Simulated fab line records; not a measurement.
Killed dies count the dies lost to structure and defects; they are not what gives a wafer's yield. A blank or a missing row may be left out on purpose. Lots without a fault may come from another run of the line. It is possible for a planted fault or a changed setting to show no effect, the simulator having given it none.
fab line records	flow berkeley-cmos170
record: lots: 6	wafers: 18	last-day: 11
route steps=331 shown ZERO@13 NWELL@14
lots that met no fault: from a run of the same line without faults
start-h: the number of hours between the record's first day and the start of the first shown wafer of the lot	wait-h: time in hours since the lot's previous step	" same as the row above	L1.1+2: a row that stands for several wafers	- value missing, or start not given	* or withheld: withheld	< > ~ a bound
route shown NAME@n: a module of which the file shows steps, and the number in the route of the first	usual: mean/standard deviation taken from wafers without a fault	same: alike in all rows	chamber/n: place in a boat	sites: each site's reading	_std_site: how widely they spread, as a standard deviation	_edge_site: mean of outer sites minus mean of inner sites	radius-mm: for every site, how far away it sits from the centre of the wafer	mask NAME#n: copy n	behind: the last tool/chamber to shape the wafer	hold: what put the lot on hold/how long, in hours/how the hold closed	device: which transistor (n, p or np) failed to switch	end of line: tests of these same wafers at the route's end	where a step has no rows: the recipe by itself	killed: not the wafer's yield, but the dies lost to structure and defects at the first sort	map: per-die view of a wafer (x killed, . not killed, _ where there is no die)
set.NAME: the setting that was run; set.NAME@STEP: the one run at that earlier step	model.NAME: the simulator's own value behind a step, which no gauge read
a table for each step, a row for each wafer; lots at some steps of the route
services: from which hour (start-h, from the record's first day; less than 0 if before it) a tool's chamber was out of use, for how many hours, and why
== steps ==
step: UCB170_ZERO_STRIP_07
recipe: chemistry: O2	power-w: 400	pressure-mtorr: 3500	platen-temp-c: withheld	o2-flow-sccm: 400	overash-fraction: 0.5
usual: chamber-pressure-mTorr: 3500/3.1	drypump-motor-current-A: 5.4/0.41	oes-product-au: 0.727/0.0045	strip-time-to-endpoint-s: 21.50/0.069
lot.wafer	tool	chamber	start-h	wait-h	chamber-pressure-mTorr	drypump-motor-current-A	oes-product-au	rf-hours-counter-h	strip-time-to-endpoint-s
L547.3	plasma-asher-03	0	33.38	0.0	3503	5.6	0.733	-	21.33
L547.4	"	1	"	"	3502	4.9	0.732	-	21.31
L547.5	"	1	"	"	3503	4.9	0.727	-	21.32
L549.2	plasma-asher-02	0	40.93	0.0	3497	5.1	0.726	34	21.59
L549.4	"	0	"	"	3502	5.1	0.735	-	21.55
L549.5	"	1	"	"	3512	6.1	0.730	-	21.58
L560.4	plasma-asher-02	0	96.68	0.0	3499	5.1	0.725	-	21.49
L560.5	"	1	"	"	3501	6.1	0.730	-	21.54
L560.6	"	0	"	"	3498	5.1	0.733	-	21.49
L561.1	plasma-asher-01	0	101.76	0.0	3505	5.2	0.726	37	21.58
L561.4	"	0	"	"	3498	5.2	0.724	-	21.57
L561.5	"	0	"	"	3497	5.2	0.728	-	21.56
L566.2	plasma-asher-02	1	121.98	0.0	3500	6.1	0.730	43	21.44
L566.3	"	0	"	"	3495	5.1	0.728	-	21.51
L566.4	"	1	"	"	3496	6.1	0.736	-	21.47
L567.4	plasma-asher-01	0	131.36	0.0	3496	5.3	0.729	-	21.39
L567.5	"	0	"	"	3500	5.3	0.736	-	21.45
L567.6	"	1	"	"	3503	5.4	0.735	-	21.46
step: UCB170_NWELL_WET_ETCH_00
recipe: chemistry: dHF	dilution: 25:1	target: SiO2	temp-c: 25	time-s: 200
step: UCB170_NWELL_OXIDATION_01
recipe: temp-c: 1000	ambient: O2	target-thk-a: 264	ox-time-s: 1260
step: UCB170_NWELL_THK_MEAS_02
recipe: reads: SiO2_of_NWELL_OXIDATION_01
usual: NWELL_OXIDE_THK: 26.2/0.51
lot.wafer	tool	chamber	start-h	wait-h	NWELL_OXIDE_THK[nm]
L547.3	film-metro-03	-	40.31	0.0	26.1
L547.4	"	-	"	"	25.7
L547.5	"	-	"	"	26.0
L549.2	film-metro-03	-	47.87	0.0	25.7
L549.4	"	-	"	"	25.8
L549.5	"	-	"	"	25.9
L560.4	film-metro-02	-	101.67	0.0	26.6
L560.5	"	-	"	"	26.7
L560.6	"	-	"	"	26.9
L561.1	film-metro-02	-	105.83	0.0	27.1
L561.4	"	-	"	"	27.1
L561.5	"	-	"	"	27.2
L566.2	film-metro-02	-	126.67	0.0	26.8
L566.3	"	-	"	"	26.7
L566.4	"	-	"	"	26.7
L567.4	film-metro-02	-	135.42	0.0	25.9
L567.5	"	-	"	"	26.4
L567.6	"	-	"	"	26.1
step: UCB170_NWELL_ANNEAL_03
recipe: temp-c: 1000	time-s: 900	ambient: N2
step: UCB170_NWELL_CVD_04
recipe: material: Si3N4	target-thk-nm: 224	temp-c: 800	precursor: SiH2Cl2/NH3	time-s: 3360	pressure-mtorr: 200	sih2cl2-flow-sccm: 25	nh3-flow-sccm: 76.01
step: UCB170_NWELL_THK_MEAS_05
recipe: reads: Si3N4_of_NWELL_CVD_04
usual: NWELL_NITRIDE_THK: 225.7/2.1
lot.wafer	tool	chamber	start-h	wait-h	NWELL_NITRIDE_THK[nm]
L547.3	film-metro-02	-	48.46	0.0	228.9
L547.4	"	-	"	"	226.3
L547.5	"	-	"	"	227.5
L549.2	film-metro-03	-	55.84	0.0	223.3
L549.4	"	-	"	"	223.1
L549.5	"	-	"	"	224.9
L560.4	film-metro-02	-	106.39	0.0	225.1
L560.5	"	-	"	"	224.9
L560.6	"	-	"	"	225.5
L561.1	film-metro-04	-	112.94	0.0	221.7
L561.4	"	-	"	"	225.4
L561.5	"	-	"	"	223.8
L566.2	film-metro-03	-	135.92	0.0	222.3
L566.3	"	-	"	"	222.8
L566.4	"	-	"	"	223.1
L567.4	film-metro-04	-	141.77	0.0	227.0
L567.5	"	-	"	"	224.2
L567.6	"	-	"	"	226.8
step: UCB170_NWELL_HMDS_06
recipe: prime-time-s: 60	prime-temp-c: 100
step: UCB170_NWELL_COAT_07
recipe: resist: KrF	spin-rpm: 1500	resist-thk-nm: 900
step: UCB170_NWELL_SOFTBAKE_08
recipe: resist: KrF	temp-c: 130	time-s: 60
step: UCB170_NWELL_EXPOSE_09
recipe: mask-id: NWELL	target-cd-nm: 3000	na: 0.5	sigma-outer: 0.6	source-shape: conventional	dose-mj: 25
step: UCB170_NWELL_PEB_10
recipe: peb-temp-c: 130	peb-time-s: withheld	resist: KrF
step: UCB170_NWELL_DEVELOP_11
recipe: developer: TMAH	develop-time-s: 45	resist: KrF	dev-temp-c: 21
usual: chill-plate-temp-C: 22.99/0.11	develop-time-s: 45/0
lot.wafer	tool	chamber	start-h	wait-h	chill-plate-temp-C	develop-time-s	model.KrF_of_NWELL_COAT_07.thk-nm
L547.3	litho-track-02	0	49	-	22.91	45	886.5
L547.4	"	0	"	"	22.97	45	891.2
L547.5	"	0	"	"	23.04	45	889.5
L549.2	litho-track-01	0	57	-	23.01	45	884.6
L549.4	"	0	"	"	22.95	45	884.6
L549.5	"	0	"	"	22.99	45	884
L560.4	litho-track-02	-	107	-	-	-	897.8
L560.5	"	-	"	"	-	-	899.7
L560.6	"	-	"	"	-	-	899.2
L561.1	litho-track-02	-	114	-	-	-	898.1
L561.4	"	-	"	"	-	-	894.6
L561.5	"	-	"	"	-	-	901.3
L566.2	litho-track-01	0	136	-	22.88	45	880.5
L566.3	"	0	"	"	22.93	45	881.8
L566.4	"	0	"	"	22.85	45	880.6
L567.4	litho-track-03	0	143	-	22.99	45	888.6
L567.5	"	0	"	"	23.23	45	885.7
L567.6	"	0	"	"	22.97	45	886.5
step: UCB170_NWELL_OVL_MEAS_12
usual: NWELL_OVL: -1/5.8
lot.wafer	tool	chamber	start-h	wait-h	NWELL_OVL[nm]
L547.3	overlay-02	-	49.36	-	4
L547.4	"	-	"	"	2
L547.5	"	-	"	"	4
L549.2	overlay-02	-	57.19	-	-5
L549.4	"	-	"	"	-4
L549.5	"	-	"	"	-7
L560.4	overlay-02	-	107.28	-	-
L560.5	"	-	"	"	-
L560.6	"	-	"	"	-
L561.1	overlay-01	-	114.65	-	-
L561.4	"	-	"	"	-
L561.5	"	-	"	"	-
L566.2	overlay-02	-	136.94	-	1
L566.3	"	-	"	"	-6
L566.4	"	-	"	"	-1
L567.4	overlay-01	-	143.62	-	-7
L567.5	"	-	"	"	3
L567.6	"	-	"	"	-2
== services ==
tool	chamber	start-h	hours	kind
plasma-asher-01	-	98.02	2.8	pm
plasma-asher-01	-	108.75	9.0	pm
plasma-asher-01	0	108.75	9.0	vent-cycle
plasma-asher-01	1	108.75	9.0	vent-cycle
plasma-asher-01	0	117.75	-	clean
plasma-asher-01	1	117.75	-	clean
== key ==
first-sign: step: UCB170_NWELL_DEVELOP_11	reading: tool-record	direction: missing
effect none on later readings
model-effect: step: UCB170_NWELL_DEVELOP_11	value: KrF_of_NWELL_COAT_07.thk-nm	without: 884.3	struck: 898.5
met-at UCB170_NWELL_DEVELOP_11
struck-wafers L560.4,L560.5,L560.6,L561.1,L561.4,L561.5
later-rows-left-out L560.4,L560.5,L560.6,L561.1,L561.4,L561.5
sort-left-out L560.4,L560.5,L560.6,L561.1,L561.4,L561.5
tester-left-out L560,L561
onset-between 49 107
fault: kind: skipped-step-whole	tool: litho-track-02	chamber: -	onset-h: 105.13	steps: UCB170_NWELL_DEVELOP_11	scope: struck-lots-only
tester-left-out: of these lots the tester's yield and bins aren't shown, on N5 and GAA mostly nor the transistor test; their killed dies are dies lost to structure and defects alone, not to doping, threshold or leakage, so they don't give the yield
sort-left-out: the simulated sort isn't trusted on such a fault, so these wafers' sort isn't shown, and their yield isn't known
later-rows-left-out: the simulator's readings of these wafers behind a module that went badly wrong aren't trusted and aren't shown, but for the sort
